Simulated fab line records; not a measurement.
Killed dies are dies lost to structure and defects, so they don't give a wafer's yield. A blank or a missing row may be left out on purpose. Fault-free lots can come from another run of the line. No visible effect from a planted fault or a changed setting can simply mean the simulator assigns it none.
A struck lot beside a sound one + flow rit-cmos + 30 steps out of a route of 202
Sound: these wafers, L182.1, L182.2, L182.6. Struck: wafers L187.4, L187.5, L187.6. The cause comes at the end.
At each step with rows: each side's tool, then ch and its chambers, then its first start. Under that, the readings that differ: sound wafers + struck wafers + difference of the means + sigmas: that difference in standard deviations of wafers without a fault.
alike: readings with means less than 2 such deviations apart, plus words and numbers identical on both sides. not compared: withheld readings, readings lacking a value on some wafer, bounds such as >300 that could conceal the same value, and numbers that have no deviation in the record and whose values overlap.
Wherever a step has rows on one side only, a row that says differs or no value, or a row with sigmas, the two part there. Non-overlapping numbers with no deviation appear without sigmas and do not part them. A reading missing from all wafers of one side parts the sides only when that side holds two or more wafers.

RIT_FOX2_THK_MEAS_01:
  sound: film-metro-04 at day 2 23:02; struck: film-metro-03 at day 3 22:24
  alike: FOX2_OXIDE_THK
then, 2 steps without rows for these wafers: RIT_FOX2_CLEAN_02 (cleans in dHF, time 180 s); RIT_FOX2_WET_ETCH_03 (etches Si3N4 in H3PO4, target depth 195 nm, time 2652 s).
RIT_FOX2_THK_MEAS_90:
  sound: film-metro-03 at day 2 23:55; struck: film-metro-04 at day 3 23:21
  alike: FIELD_OXIDE_LEFT_1_THK
then, 6 steps without rows for these wafers: RIT_NWELL_HMDS_00 (prime time 60 s); RIT_NWELL_COAT_01 (resist thk 1300 nm); RIT_NWELL_SOFTBAKE_02 (time 60 s); RIT_NWELL_EXPOSE_03 (exposes mask M2, target cd 43900 nm); RIT_NWELL_PEB_04; RIT_NWELL_DEVELOP_05 (develop time 68 s).
RIT_NWELL_OVL_MEAS_06:
  sound: overlay-02 at day 3 01:13; struck: overlay-02 at day 4 00:24
  alike: NWELL_OVL
then, 1 step without rows for these wafers: RIT_NWELL_HARDBAKE_07 (time 120 s).
RIT_NWELL_IMPLANT_08:
  sound on implanter-02 ch 0, day 3 01:37; struck on implanter-02 ch 0, day 4 00:44
| reading       | sound                 | struck                        | difference | sigmas |
|---------------|-----------------------|-------------------------------|------------|--------|
| dose-ions-cm2 | 5.007e+13 5e+13 5e+13 | 4.803e+13 4.801e+13 4.801e+13 | -2.007e+12 | -38    |
  alike: tilt-deg
RIT_NWELL_STRIP_09: strips in O2, time 180 s.
  sound on plasma-asher-03 ch 0,1, day 3 01:46; struck on plasma-asher-04 ch 0,1, day 4 00:53
  alike: drypump-motor-current-A
  not compared: rf-hours-counter-h
RIT_NWELL_TW_MEAS_10:
  sound: film-metro-03 at day 3 01:56; struck: film-metro-01 at day 4 01:01
  alike: NWELL_TW
then, 6 steps without rows for these wafers: RIT_PWELL_HMDS_00 (prime time 60 s); RIT_PWELL_COAT_01 (resist thk 1300 nm); RIT_PWELL_SOFTBAKE_02 (time 60 s); RIT_PWELL_EXPOSE_03 (exposes mask M3, target cd 43700 nm); RIT_PWELL_PEB_04; RIT_PWELL_DEVELOP_05 (develop time 70.14 s).
RIT_PWELL_OVL_MEAS_06:
  sound: overlay-01 at day 3 03:00; struck: overlay-01 at day 4 01:57
  alike: PWELL_OVL
then, 2 steps without rows for these wafers: RIT_PWELL_HARDBAKE_07 (time 120 s); RIT_PWELL_IMPLANT_08.
RIT_PWELL_STRIP_09: strips in O2, time 180 s.
  sound on plasma-asher-04 ch 0,1, day 3 03:26; struck on plasma-asher-04 ch 0,1, day 4 02:26
  alike: drypump-motor-current-A
  not compared: rf-hours-counter-h
RIT_PWELL_TW_MEAS_10:
  sound: film-metro-03 at day 3 03:37; struck: film-metro-01 at day 4 02:34
  alike: PWELL_TW
then, 1 step without rows for these wafers: RIT_WELLDRIVE_ANNEAL_00 (time 14700 s).
RIT_WELLDRIVE_RS_MEAS_01: measures by four-point-probe.
  sound: film-metro-03 at day 3 10:10; struck: film-metro-01 at day 4 07:56
| reading           | sound             | struck            | difference | sigmas |
|-------------------|-------------------|-------------------|------------|--------|
| NWELL_RS (ohm/sq) | 275.8 275.3 276.0 | 282.0 281.5 281.6 | +6.0       | +9     |
RIT_WELLDRIVE_RS_MEAS_02: measures by four-point-probe.
  sound: film-metro-03 at day 3 10:17; struck: film-metro-01 at day 4 08:03
| reading           | sound             | struck            | difference | sigmas |
|-------------------|-------------------|-------------------|------------|--------|
| PWELL_RS (ohm/sq) | 427.4 429.0 427.6 | 431.0 430.5 430.5 | +2.7       | +2     |
RIT_M1_PROBE_99:
  sound: prober-01 at day 4 18:01; struck: prober-02 at day 5 17:52
| reading                                 | sound             | struck            | difference | sigmas |
|-----------------------------------------|-------------------|-------------------|------------|--------|
| model.etest.nwell-pinched.rs-ohm-sq     | 336.2 338.4 336.6 | 344.9 344.1 341.9 | +6.6       |        |
| model.etest.well-edge-right.line-ohm-um | 184.8 184.5 182.9 | 187.2 186.1 187.7 | +2.9       |        |
| model.etest.well-edge-left.line-ohm-um  | 182.8 183 184.4   | 188.9 188.7 184.7 | +4.0       |        |
  alike: killed-at-front-end, killed-dies, killed-open, killed-short

== WHERE THEY PART ==
Earliest at RIT_NWELL_IMPLANT_08; latest, in this record, at RIT_WELLDRIVE_RS_MEAS_02. Later steps at which nothing parts them and some readings are alike: RIT_M1_PROBE_99.

WHY: the cause the simulator had injected
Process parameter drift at RIT_NWELL_IMPLANT_08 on implanter-02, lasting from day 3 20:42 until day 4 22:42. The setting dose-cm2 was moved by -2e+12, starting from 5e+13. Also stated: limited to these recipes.
